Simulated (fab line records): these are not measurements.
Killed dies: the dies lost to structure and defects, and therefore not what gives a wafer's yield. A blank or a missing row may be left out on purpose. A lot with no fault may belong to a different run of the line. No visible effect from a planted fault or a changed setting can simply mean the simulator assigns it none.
What tool caused it? -- flow rit-cmos -- 14 lots, 42 wafers sampled, at 5 steps of a route of 202

== WHAT THE GAUGES SHOWED, per wafer ==
RIT_PLDD_TW_MEAS_10. Usual: PLDD_TW typically reads 2369, with standard deviation 31.
lot,measured,on,PLDD_TW,flag
L607,day 2 19:19,film-metro-03,2417 2408 2395,
L608,day 3 01:10,film-metro-01,2337 2311 2321,
L609,day 3 04:55,film-metro-01,2343 2324 2339,
L610,day 3 11:50,film-metro-03,2404 2406 2411,
L613,day 4 07:43,film-metro-02,2349 2336 2341,
L614,day 4 11:04,film-metro-03,2415 2413 2388,
L615,day 4 22:07,film-metro-02,2342 2348 2329,
L616,day 5 01:11,film-metro-02,2344 2343 2331,
L619,day 5 09:17,film-metro-03,2391 2402 2398,
L622,day 5 23:25,film-metro-03,2406 2400 2404,
L624,day 6 10:24,film-metro-01,2324 2335 2338,
L627,day 6 23:10,film-metro-02,2350 2354 2345,
L628,day 7 05:43,film-metro-01,2331 2333 2345,
L630,day 7 18:55,film-metro-03,2388 2405 2391,

RIT_M1_RS_MEAS_01: the measuring method here is four-point-probe. Usual: M1_AL_RS typically reads 0.0732 ohm/sq, with standard deviation 0.0011.
lot,measured,on,M1_AL_RS (ohm/sq),flag
L607,day 3 05:17,film-metro-02,0.0734 0.0735 0.0717,
L608,day 3 11:19,film-metro-02,0.0748 0.0742 0.0746,
L609,day 3 14:32,film-metro-03,0.0752 0.0748 0.0741,
L610,day 3 21:46,film-metro-01,0.0726 0.0738 0.0739,
L613,day 4 17:48,film-metro-03,0.0524 0.0520 0.0518,OFF
L614,day 4 20:59,film-metro-03,0.0716 0.0725 0.0713,
L615,day 5 07:58,film-metro-03,0.0516 0.0520 0.0528,OFF
L616,day 5 10:49,film-metro-02,0.0715 0.0709 0.0713,
L619,day 5 20:35,film-metro-01,0.0722 0.0745 0.0725,
L622,day 6 09:06,film-metro-02,0.0736 0.0737 0.0734,
L624,day 6 20:03,film-metro-01,0.0730 0.0725 0.0737,
L627,day 7 08:50,film-metro-01,0.0740 0.0738 0.0727,
L628,day 7 15:19,film-metro-01,0.0725 0.0714 0.0722,
L630,day 8 04:29,film-metro-01,0.0739 0.0743 0.0733,

RIT_M1_THK_MEAS_02: measures by xrf. Usual: M1_AL_THK typically reads 408 nm, with standard deviation 6.2.
lot,measured,on,M1_AL_THK (nm),flag
L607,day 3 05:23,film-metro-02,410 408 417,
L608,day 3 11:26,film-metro-02,402 402 400,
L609,day 3 14:38,film-metro-03,394 397 398,
L610,day 3 21:53,film-metro-01,411 409 403,
L613,day 4 17:53,film-metro-03,566 571 570,OFF
L614,day 4 21:05,film-metro-03,415 410 420,
L615,day 5 08:05,film-metro-03,571 567 558,OFF
L616,day 5 10:56,film-metro-02,416 419 419,
L619,day 5 20:43,film-metro-01,416 404 413,
L622,day 6 09:13,film-metro-02,403 405 407,
L624,day 6 20:09,film-metro-01,412 413 405,
L627,day 7 08:58,film-metro-01,404 406 415,
L628,day 7 15:26,film-metro-01,414 419 415,
L630,day 8 04:36,film-metro-01,403 401 405,

RIT_M1_OVL_MEAS_10. Usual: M1_OVL typically reads 0.2 nm, with standard deviation 1.2.
lot,measured,on,M1_OVL (nm),flag
L607,day 3 06:34,overlay-01,1.8 0.5 4.0,
L608,day 3 12:29,overlay-01,0.6 1.1 0.0,
L609,day 3 15:41,overlay-01,0.3 -1.1 -0.6,
L610,day 3 23:04,overlay-02,0.0 2.1 2.3,
L613,day 4 19:11,overlay-02,-0.3 -0.3 -0.6,
L614,day 4 22:15,overlay-02,-0.2 0.8 0.1,
L615,day 5 09:23,overlay-01,0.3 -0.2 0.1,
L616,day 5 12:19,overlay-01,1.0 0.3 0.2,
L619,day 5 21:46,overlay-02,-0.8 -0.4 0.1,
L622,day 6 10:23,overlay-01,-0.3 0.1 -1.5,
L624,day 6 21:19,overlay-01,-1.4 1.4 1.0,
L627,day 7 10:01,overlay-01,1.6 0.4 -0.7,
L628,day 7 16:38,overlay-01,0.1 0.6 -1.0,
L630,day 8 05:47,overlay-02,0.1 0.1 -0.1,

== EACH LOT AND THE TOOL THAT RAN IT (in order: tool; ch and the chambers of the sampled wafers; start) ==
lot,RIT_M1_SPUTTER_00
L607,"pvd-sputter-02, day 3 04:57"
L608,"pvd-sputter-03, day 3 11:01"
L609,"pvd-sputter-02, day 3 14:13"
L610,"pvd-sputter-01, day 3 21:28"
L613,"pvd-sputter-02, day 4 17:35"
L614,"pvd-sputter-01, day 4 20:38"
L615,"pvd-sputter-02, day 5 07:41"
L616,"pvd-sputter-01, day 5 10:32"
L619,"pvd-sputter-01, day 5 20:18"
L622,"pvd-sputter-03, day 6 08:48"
L624,"pvd-sputter-01, day 6 19:43"
L627,"pvd-sputter-03, day 7 08:33"
L628,"pvd-sputter-01, day 7 15:01"
L630,"pvd-sputter-03, day 8 04:11"
- RIT_M1_SPUTTER_00: material Al, target thk 400 nm, time 500 s.

== AS READ BY THE TOOLS THEMSELVES (means over the sampled wafers that have a number; for cases with no such wafer, the mark the record gives instead) ==
RIT_M1_SPUTTER_00. Usual: chamber-pressure-pa 0.3999 Pa, standard deviation 0.00075; throttle-valve-pct 30.6 %, standard deviation 1.2.
lot,tool,chamber-pressure-pa (Pa),throttle-valve-pct (%),flag
L607,pvd-sputter-02,0.4000,30.7,
L608,pvd-sputter-03,0.3993,30.6,
L609,pvd-sputter-02,0.3999,30.4,
L610,pvd-sputter-01,0.4004,30.2,
L613,pvd-sputter-02,0.4000,30.2,
L614,pvd-sputter-01,0.3994,30.4,
L615,pvd-sputter-02,0.3992,30.6,
L616,pvd-sputter-01,0.3989,30.7,
L619,pvd-sputter-01,0.3988,31.0,
L622,pvd-sputter-03,0.3997,30.3,
L624,pvd-sputter-01,0.4002,30.3,
L627,pvd-sputter-03,0.3997,30.4,
L628,pvd-sputter-01,0.3999,30.2,
L630,pvd-sputter-03,0.3999,30.2,

== THE ANSWER, worked out from the rows above alone ==
Rule: lot off if the mean of its wafers having a number is beyond 3 standard deviations from the usual mean. A lot without any number at a reading at which 4 lots or more have one is off too. The other lots that the step has rows for count as sound. First the gauges in route order, then the tools' own readings, where a lot's mean is used as printed above. The first step at which some lot is off is used, and at that step the reading that is off furthest; a lot without a number counts as furthest.
Off: at RIT_M1_RS_MEAS_01 (M1_AL_RS), L613, L615.
If a tool, at a process step before that reading, ran all the lots that are off and no sound lot after the first of them, it fits. Gauges at RIT_M1_RS_MEAS_01: tried the same way as those tools. One fits: RIT_M1_SPUTTER_00 on pvd-sputter-02. Its last sound lot is L609 (day 3 14:13), its first lot that is off L613 (day 4 17:35): a fault that began between those two fits.

== WHAT THE SIMULATOR HAD INSERTED ==
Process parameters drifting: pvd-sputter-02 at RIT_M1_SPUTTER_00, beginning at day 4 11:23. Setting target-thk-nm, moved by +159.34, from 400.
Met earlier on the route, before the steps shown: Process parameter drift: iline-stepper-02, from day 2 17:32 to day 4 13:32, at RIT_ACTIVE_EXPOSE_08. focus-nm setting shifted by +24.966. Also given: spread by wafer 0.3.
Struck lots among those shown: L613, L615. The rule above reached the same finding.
